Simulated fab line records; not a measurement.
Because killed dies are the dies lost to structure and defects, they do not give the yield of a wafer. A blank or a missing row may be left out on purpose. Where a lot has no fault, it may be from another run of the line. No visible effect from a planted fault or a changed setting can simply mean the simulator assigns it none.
Split-lot experiment -- flow berkeley cmos170 -- 5 lots, 23 wafers read, on a route of 331 steps

== THE SPLIT ==
At UCB170_PVT_COAT_01 (resist thk 900 nm), the setting resist thk nm was moved away from the recipe's 900 nm on 7 of the 23 wafers read, by -5.3% to -1.8%. The other wafers ran this setting at the recipe's value.

The reading is taken at the split's own step.

== THE READING ==
KrF_of_PVT_COAT_01.thk nm (the simulator's own value, which no gauge read), in nm, at UCB170_PVT_COAT_01 (resist thk 900 nm). There is no usual value for it anywhere in the file. Average 901.8 nm, standard deviation 3 nm, over the 16 wafers here run with the recipe.

wafer,"tool, chamber at the split","resist thk nm as run, nm",against the recipe,"KrF_of_PVT_COAT_01.thk nm, nm",against lot-mates on the recipe
L074.1,"litho track-03, 0",900,recipe,902.9,-
L074.2,"litho track-03, 0",853,-5.2%,856.1,-47.8
L074.3,"litho track-03, 0",853,-5.2%,859.2,-44.7
L074.5,"litho track-03, 0",900,recipe,902.4,-
L074.6,"litho track-03, 0",900,recipe,906.5,-
L077.2,"litho track-03, 0",900,recipe,902.2,-
L077.3,"litho track-03, 0",900,recipe,901.4,-
L077.4,"litho track-03, 0",900,recipe,905.1,-
L077.5,"litho track-03, 0",900,recipe,903,-
L077.6,"litho track-03, 0",900,recipe,903.9,-
L075.2,"litho track-01, 0",900,recipe,902.3,-
L075.3,"litho track-01, 0",900,recipe,902.3,-
L075.5,"litho track-01, 0",900,recipe,903.9,-
L084.1,"litho track-01, 0",900,recipe,898.1,-
L084.2,"litho track-01, 0",900,recipe,894.5,-
L084.3,"litho track-01, 0",900,recipe,897.3,-
L084.4,"litho track-01, 0",884.2,-1.8%,881.7,-14.9
L084.6,"litho track-01, 0",884.2,-1.8%,881.7,-14.9
L085.1,"litho track-03, 0",852.5,-5.3%,851.9,-49.8
L085.2,"litho track-03, 0",900,recipe,899.6,-
L085.3,"litho track-03, 0",900,recipe,903.8,-
L085.5,"litho track-03, 0",852.5,-5.3%,851.6,-50.1
L085.6,"litho track-03, 0",852.5,-5.3%,855.3,-46.4

THE FIT
A straight line over all 23 wafers: KrF_of_PVT_COAT_01.thk nm changes by +8.99 nm for each +1% of resist thk nm; r = +0.99; the points scatter about the line by 3.2 nm.
The same after taking each lot's own level away (the mean of its wafers on the recipe; 23 wafers): +9.08 nm for each +1%; r = +1.00; scatter 1.6 nm.
On that fit, the largest move of resist thk nm shifts the reading by 48 nm.
Across the lots, their own levels run from 896.63 to 903.93 nm, a range of 2.5 times the standard deviation given above.
The two slopes agree, so the slope changes little with the lot-to-lot level.
Check: -47.4 nm against its lot-mates is what the line predicts for one of the wafers moved furthest among these (-5.3%) when that wafer is left out of the fit. It came out at -49.8 nm against them.

== OTHER SPLITS APPLIED TO THESE WAFERS ==
These wafers also went through other splits before the reading. Each is held against what the fit with the lots' levels taken away leaves over:
other split on the same wafers,wafers away from the commonest value,r with KrF_of_PVT_COAT_01.thk nm (lot level and that fit taken away)
UCB170_START_OXIDATION_02 ox time s,10,-0.11
UCB170_NWELL_COAT_07 resist thk nm,10,+0.08
UCB170_NWELL_IMPLANT_14 dose cm2,7,+0.08
UCB170_ACTIVE_CVD_05 time s,15,+0.13
UCB170_ACTIVE_DEVELOP_12 dev temp c,12,+0.17
UCB170_PFIELD_IMPLANT_07 dose cm2,7,+0.19
UCB170_SCREENOX_OXIDATION_01 ox time s,18,+0.00
UCB170_NVT_IMPLANT_07 energy kev,7,+0.07

== THE WHOLE CHAIN: every reading that the file lists as answering this split, in the file's order ==
step,what it does,reading,change (the file's fit),r (the file's)
UCB170_PVT_COAT_01,resist thk 900 nm,"KrF_of_PVT_COAT_01.thk nm (the simulator's own value, which no gauge read)",+9.02 nm for each +1% of the setting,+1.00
UCB170_PVT_STRIP_08,strips in O2,strip time to endpoint s,withheld for each +1% of the setting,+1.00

== FILE'S OWN FIT ==
KrF_of_PVT_COAT_01.thk nm changes by +9.02 nm for each +1% of resist thk nm, r = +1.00.
